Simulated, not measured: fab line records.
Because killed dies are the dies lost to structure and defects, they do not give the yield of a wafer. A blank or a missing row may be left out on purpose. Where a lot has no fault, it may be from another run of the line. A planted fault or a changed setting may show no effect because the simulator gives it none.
Which tool was responsible? + flow berkeley_cmos170 + 15 lots with 45 wafers sampled at 5 steps, on a route of 331 steps

== WHAT EACH GAUGE READ, for each wafer ==
UCB170_V1_THK_MEAS_01.
| lot  | measured     | on            | V1_TEOS_THK (nm) |
|------|--------------|---------------|------------------|
| L438 | day 8 17:15  | film_metro-04 | 1998 1923 2001   |
| L439 | day 9 07:25  | film_metro-04 | 1964 1981 2016   |
| L443 | day 10 05:38 | film_metro-04 | 1997 2011 1987   |
| L440 | day 10 06:58 | film_metro-04 | 1942 1969 2019   |
| L445 | day 10 21:38 | film_metro-02 | 1954 1999 2011   |
| L448 | day 11 19:26 | film_metro-01 | 1957 1983 2001   |
| L447 | day 11 20:46 | film_metro-04 | 2009 2005 2038   |
| L446 | day 11 20:46 | film_metro-02 | 2002 2025 2067   |
| L450 | day 12 17:53 | film_metro-01 | 1997 1938 1978   |
| L451 | day 12 19:18 | film_metro-02 | 1926 1999 2011   |
| L453 | day 13 02:01 | film_metro-01 | 1960 1970 1994   |
| L452 | day 13 03:22 | film_metro-01 | 1989 2063 2010   |
| L454 | day 13 03:23 | film_metro-02 | 1978 1974 2018   |
| L455 | day 13 14:38 | film_metro-02 | 1949 2018 1995   |
| L461 | day 14 18:39 | film_metro-04 | 2039 2035 2069   |

UCB170_V2_THK_MEAS_01.
| lot  | measured     | on            | V2_TEOS_THK (nm) |
|------|--------------|---------------|------------------|
| L438 | day 8 22:05  | film_metro-04 | 1948 1959 1957   |
| L439 | day 9 12:19  | film_metro-03 | 1958 1957 1980   |
| L443 | day 10 13:44 | film_metro-04 | 1979 2017 2052   |
| L440 | day 10 14:10 | film_metro-03 | 1934 1956 1983   |
| L445 | day 11 05:50 | film_metro-04 | 1975 2022 2030   |
| L448 | day 12 02:19 | film_metro-03 | 1973 1934 2017   |
| L447 | day 12 06:18 | film_metro-04 | 1958 1923 1974   |
| L446 | day 12 07:09 | film_metro-02 | 1950 1972 2016   |
| L450 | day 13 01:08 | film_metro-04 | 1952 1911 1993   |
| L451 | day 13 02:43 | film_metro-03 | 1971 1989 2000   |
| L453 | day 13 07:22 | film_metro-03 | 1949 1973 1967   |
| L452 | day 13 08:56 | film_metro-04 | 1968 1982 1987   |
| L454 | day 13 09:11 | film_metro-03 | 2011 2057 2038   |
| L455 | day 13 19:49 | film_metro-02 | 1992 2014 1949   |
| L461 | day 15 01:53 | film_metro-03 | 1969 1978 1999   |

UCB170_V2_THK_MEAS_04.
| lot  | measured     | on            | V2_POLISHED_THK (nm) |
|------|--------------|---------------|----------------------|
| L438 | day 8 22:34  | film_metro-02 | 1000.0 999.9 1002.3  |
| L439 | day 9 12:47  | film_metro-04 | 1000.3 1002.9 1001.0 |
| L443 | day 10 14:13 | film_metro-04 | 1000.2 999.8 998.2   |
| L440 | day 10 14:39 | film_metro-03 | 998.3 1001.6 999.1   |
| L445 | day 11 06:19 | film_metro-04 | 1000.4 1000.5 1001.1 |
| L448 | day 12 02:48 | film_metro-03 | 998.9 996.8 998.6    |
| L447 | day 12 06:47 | film_metro-02 | 1001.7 1000.6 1001.8 |
| L446 | day 12 07:38 | film_metro-03 | 999.4 997.0 998.8    |
| L450 | day 13 01:37 | film_metro-03 | 997.9 999.0 999.1    |
| L451 | day 13 03:11 | film_metro-03 | 1000.2 1000.7 1000.3 |
| L453 | day 13 07:50 | film_metro-02 | 1000.0 1000.8 999.1  |
| L452 | day 13 09:25 | film_metro-02 | 1338.4 1345.8 1344.9 |
| L454 | day 13 09:43 | film_metro-03 | 1354.8 1368.7 1364.2 |
| L455 | day 13 20:17 | film_metro-04 | 1349.7 1357.8 1334.0 |
| L461 | day 15 02:22 | film_metro-03 | 999.6 999.2 997.4    |

== TOOL THAT RAN EACH LOT (tool first, then ch and the chambers of the sampled wafers, then the start) ==
| lot  | UCB170_CONTACT_ETCH_17             | UCB170_V2_CMP_02              |
|------|------------------------------------|-------------------------------|
| L438 | rie_diel-03 ch 0,2,3, day 8 13:25  | cmp-02 ch 0,1,2, day 8 22:09  |
| L439 | rie_diel-02 ch 0,1,2, day 9 03:36  | cmp-02 ch 0,1,3, day 9 12:22  |
| L443 | rie_diel-01 ch 0,1,2, day 10 00:55 | cmp-01 ch 0,2,3, day 10 13:57 |
| L440 | rie_diel-03 ch 0,1,2, day 10 02:27 | cmp-01 ch 1,2,3, day 10 14:14 |
| L445 | rie_diel-02 ch 2,3, day 10 17:08   | cmp-02 ch 0,2,3, day 11 05:56 |
| L448 | rie_diel-03 ch 0,1,3, day 11 15:44 | cmp-01 ch 1,2,3, day 12 02:28 |
| L447 | rie_diel-01 ch 1,3, day 11 15:59   | cmp-02 ch 1,2,3, day 12 06:25 |
| L446 | rie_diel-02 ch 0,3, day 11 16:13   | cmp-01 ch 0,1,2, day 12 07:19 |
| L450 | rie_diel-03 ch 2,3, day 12 13:40   | cmp-01 ch 1,2,3, day 13 01:18 |
| L451 | rie_diel-02 ch 0,2, day 12 14:44   | cmp-02 ch 0,3, day 13 02:46   |
| L453 | rie_diel-02 ch 1,2,3, day 12 21:13 | cmp-02 ch 1,2,3, day 13 07:25 |
| L452 | rie_diel-01 ch 1,2, day 12 21:32   | cmp-02 ch 0,1,3, day 13 09:05 |
| L454 | rie_diel-02 ch 0,1,3, day 12 21:49 | cmp-02 ch 0,3, day 13 09:17   |
| L455 | rie_diel-02 ch 2,3, day 13 10:46   | cmp-02 ch 1,2, day 13 19:52   |
| L461 | rie_diel-02 ch 0,1,3, day 14 13:24 | cmp-01 ch 0,2,3, day 15 01:56 |
- UCB170_CONTACT_ETCH_17: etches BARC in N2/H2.
- UCB170_V2_CMP_02: polishes SiO2.

== AS READ BY THE TOOLS THEMSELVES (means over the sampled wafers that have a number; for cases with no such wafer, the mark the record gives instead) ==
UCB170_CONTACT_ETCH_17.
| lot  | tool        | drypump_motor_current_A (A) | oes_product_au (a.u.) | rf_fwd_power_W (W) | throttle_valve_pct (%) |
|------|-------------|-----------------------------|-----------------------|--------------------|------------------------|
| L438 | rie_diel-03 | 5.4                         | 1.011                 | 494.5              | 13.31                  |
| L439 | rie_diel-02 | 5.2                         | 1.029                 | 495.2              | 13.32                  |
| L443 | rie_diel-01 | 5.4                         | 0.995                 | 494.6              | 13.30                  |
| L440 | rie_diel-03 | 5.8                         | 1.012                 | 491.9              | 13.33                  |
| L445 | rie_diel-02 | 5.0                         | 0.991                 | 495.1              | 13.54                  |
| L448 | rie_diel-03 | 5.7                         | 1.016                 | 493.8              | 13.26                  |
| L447 | rie_diel-01 | 5.7                         | 0.997                 | 495.0              | 13.37                  |
| L446 | rie_diel-02 | 5.3                         | 1.006                 | 493.7              | 13.33                  |
| L450 | rie_diel-03 | 5.1                         | 0.992                 | 492.9              | 13.43                  |
| L451 | rie_diel-02 | 5.1                         | 1.025                 | 494.0              | 13.33                  |
| L453 | rie_diel-02 | 5.2                         | 0.994                 | 494.3              | 13.38                  |
| L452 | rie_diel-01 | 5.2                         | 0.975                 | 498.2              | 13.28                  |
| L454 | rie_diel-02 | 5.3                         | 1.014                 | 494.9              | 13.26                  |
| L455 | rie_diel-02 | 5.0                         | 0.979                 | 496.8              | 13.54                  |
| L461 | rie_diel-02 | 5.3                         | 1.009                 | 494.9              | 13.26                  |

UCB170_V2_CMP_02.
| lot  | tool   | edge_zone_pressure_frac | head_pressure_psi (psi) | motor_current_A (A) | retaining_ring_pressure_frac |
|------|--------|-------------------------|-------------------------|---------------------|------------------------------|
| L438 | cmp-02 | 0.996                   | 6.011                   | 14.9                | 1.000                        |
| L439 | cmp-02 | 0.995                   | 5.994                   | 14.3                | 0.998                        |
| L443 | cmp-01 | 1.003                   | 5.999                   | 15.0                | 0.996                        |
| L440 | cmp-01 | 0.998                   | 6.002                   | 17.0                | 1.001                        |
| L445 | cmp-02 | 0.997                   | 6.001                   | 16.0                | 1.002                        |
| L448 | cmp-01 | 1.006                   | 6.006                   | 16.4                | 0.994                        |
| L447 | cmp-02 | 1.002                   | 6.008                   | 14.9                | 0.999                        |
| L446 | cmp-01 | 1.002                   | 6.010                   | 15.7                | 1.000                        |
| L450 | cmp-01 | 1.003                   | 5.996                   | 16.7                | 1.000                        |
| L451 | cmp-02 | 0.997                   | 5.996                   | 15.5                | 0.999                        |
| L453 | cmp-02 | 1.000                   | 6.005                   | 15.0                | 0.998                        |
| L452 | cmp-02 | 0.997                   | 5.997                   | 14.7                | 0.997                        |
| L454 | cmp-02 | 0.999                   | 6.010                   | 15.4                | 1.002                        |
| L455 | cmp-02 | 0.998                   | 6.012                   | 15.5                | 0.998                        |
| L461 | cmp-01 | 1.004                   | 6.001                   | 15.3                | 0.997                        |

== THE ANSWER, worked out from the rows above alone ==
Rule: usual is defined by the lots themselves. The widest of any qualifying gaps counts: lots, ordered by their means at a reading, are off when they make up no more than a third of the lots, leave a main group of 4 or more, and stand apart from it by 3 or more times the standard deviation of that group's means. A main group is skipped when, at the precision printed for the reading in the tables above, its means are all equal. Also off: a lot with no number at a reading for which 4 or more lots have one. All remaining lots with rows at the step are treated as sound. Order of review: gauges by route order, followed by the tools' own readings, for which a lot's mean as printed above is used. The first step at which some lot is off is used, and at that step the reading that is off furthest; a lot without a number counts as furthest.
Off: at UCB170_V2_THK_MEAS_04 (V2_POLISHED_THK), L452, L454, L455. Mean 999.8 nm and standard deviation 1.1 in the main group.
If a tool, at a process step before that reading, ran all the lots that are off and no sound lot after the first of them, it fits. Those tools and the gauges at UCB170_V2_THK_MEAS_04 are tried in the same way. One candidate fits, namely cmp-02 at UCB170_V2_CMP_02. Its last sound lot is L453 (day 13 07:25), its first lot that is off L452 (day 13 09:05): a fault that began between those two fits.

== WHAT WAS PUT IN BY THE SIMULATOR ==
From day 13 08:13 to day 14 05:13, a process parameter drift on cmp-02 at UCB170_V2_CMP_02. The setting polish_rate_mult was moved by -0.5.
Struck lots among those shown: L452, L454, L455. The rule given above showed the same thing.
